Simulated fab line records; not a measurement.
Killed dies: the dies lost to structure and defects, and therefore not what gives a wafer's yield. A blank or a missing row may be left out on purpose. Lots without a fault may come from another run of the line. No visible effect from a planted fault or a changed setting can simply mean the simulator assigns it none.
Struck lot and sound lot, side by side + flow berkeleyCmos170 + 20 out of 331 route steps
Sound: the wafers L900.2, L900.4, L900.6. The struck wafers were L905.1, L905.3, L905.6. Last of all comes the cause.
Order at every step that has rows: each side's tool, ch and its chambers, its first start. Under that, the readings that differ: sound wafers + struck wafers + difference of the means + sigmas: that difference in standard deviations of wafers without a fault.
alike: readings whose means differ by less than 2 such deviations, and words and numbers that are the same on both sides. not compared: withheld readings, readings that some wafer has no value for, bounds like >300 that may hide the same value, and numbers for which the record gives no deviation and whose values overlap.
Wherever a step has rows on one side only, a row that says differs or no value, or a row with sigmas, the two part there. Numbers that have no deviation but don't overlap get no sigmas and don't part them. A reading missing from all wafers of one side parts the sides only when that side holds two or more wafers.

first, 1 step without rows for these wafers: UCB170_CONTACT_CVD_01 (deposits PSG from SiH4/O2/PH3, target thk 700 nm, time 2820 s).
UCB170_CONTACT_THK_MEAS_02:
  sound on filmMetro-04 at day 10 23:11; struck on filmMetro-02 at day 11 08:49
  alike: CONTACT_PSG_THK
then, 3 steps without rows for these wafers: UCB170_CONTACT_HMDS_03 (prime time 60 s); UCB170_CONTACT_COAT_04 (resist thk 900 nm); UCB170_CONTACT_SOFTBAKE_05 (time 60 s).
UCB170_CONTACT_STRIP_06: strips in O2.
  sound on plasmaAsher-02 ch 0,1, day 10 23:41; struck on plasmaAsher-01 ch 0,1, day 11 09:19
  alike: drypumpMotorCurrentA, oesProductAu, stripTimeToEndpointS
  not compared: rfHoursCounterH
then, 1 step without rows for these wafers: UCB170_CONTACT_CLEAN_07 (cleans in SPM, time 600 s).
UCB170_CONTACT_RTA_08: time 10 s.
  sound on rtpAnneal-02 ch 0, day 11 01:04; struck on rtpAnneal-02 ch 0, day 11 09:41
  alike: lampPowerPct, wafer_temp_C_max
then, 4 steps without rows for these wafers: UCB170_CONTACT_COAT_09; UCB170_CONTACT_COAT_10 (resist thk 900 nm); UCB170_CONTACT_SOFTBAKE_11 (time 60 s); UCB170_CONTACT_EXPOSE_12 (exposes mask CONT, target cd 700 nm).
UCB170_CONTACT_PEB_13:
  sound on lithoTrack-01 ch 0, day 11 02:08; struck on lithoTrack-01 ch 0, day 11 10:20
| reading        | sound                | struck               | difference | sigmas |
|----------------|----------------------|----------------------|------------|--------|
| plateTempC (C) | 130.23 129.95 130.10 | 140.63 140.54 140.69 | +10.53     | +75    |
  alike: exhaustPa
then, 1 step without rows for these wafers: UCB170_CONTACT_DEVELOP_14 (develop time 45 s).
UCB170_CONTACT_CD_MEAS_15: target cd 700 nm.
  sound on cdSem-02 at day 11 02:25; struck on cdSem-01 at day 11 10:37
| reading   | sound             | struck            | difference | sigmas |
|-----------|-------------------|-------------------|------------|--------|
| cdNm (nm) | 698.9 699.0 697.4 | 736.8 736.0 735.1 | +37.5      | +31    |
UCB170_CONTACT_OVL_MEAS_16:
  sound on overlay-02 at day 11 02:31; struck on overlay-02 at day 11 10:44
  alike: CONTACT_OVL
UCB170_CONTACT_ETCH_17: etches BARC in N2/H2.
  sound on rieDiel-01 ch 0,2, day 11 02:32; struck on rieDiel-01 ch 1,2, day 11 10:46
| reading                 | sound           | struck            | difference | sigmas |
|-------------------------|-----------------|-------------------|------------|--------|
| model.CONTACT.cdNm (nm) | 699 698.6 697.7 | 736.5 735.2 734.3 | +36.9      |        |
  alike: drypumpMotorCurrentA, n2FlowSccm, oesProductAu, throttleValvePct
UCB170_CONTACT_ETCH_18: etches PSG in CHF3/CF4/Ar, stops on TiSi2, target depth 840 nm, time 195 s.
  sound on rieDiel-01 ch 0,2; struck on rieDiel-01 ch 1,2
| reading                 | sound           | struck            | difference | sigmas |
|-------------------------|-----------------|-------------------|------------|--------|
| model.CONTACT.cdNm (nm) | 699.1 698.8 698 | 736.2 734.7 734.3 | +36.4      |        |
  alike: drypumpMotorCurrentA, mfcArSccm, oesProductAu, throttleValvePct
  not compared: rfHoursCounterH
UCB170_CONTACT_STRIP_19: strips in O2.
  sound on plasmaAsher-01 ch 1, day 11 02:43; struck on plasmaAsher-01 ch 0,1, day 11 10:56
  alike: drypumpMotorCurrentA, oesProductAu
  not compared: rfHoursCounterH
next, for these wafers, 1 step has no rows: UCB170_M3_PROBE_99.

WHERE THEY PART
First at UCB170_CONTACT_PEB_13; last, within this record, at UCB170_CONTACT_CD_MEAS_15. Later steps at which nothing parts them and some readings are alike: UCB170_CONTACT_OVL_MEAS_16, UCB170_CONTACT_ETCH_17, UCB170_CONTACT_ETCH_18, UCB170_CONTACT_STRIP_19.

WHY: the cause the simulator had injected
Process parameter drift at UCB170_CONTACT_PEB_13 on lithoTrack-01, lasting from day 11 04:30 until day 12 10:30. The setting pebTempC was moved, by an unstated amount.
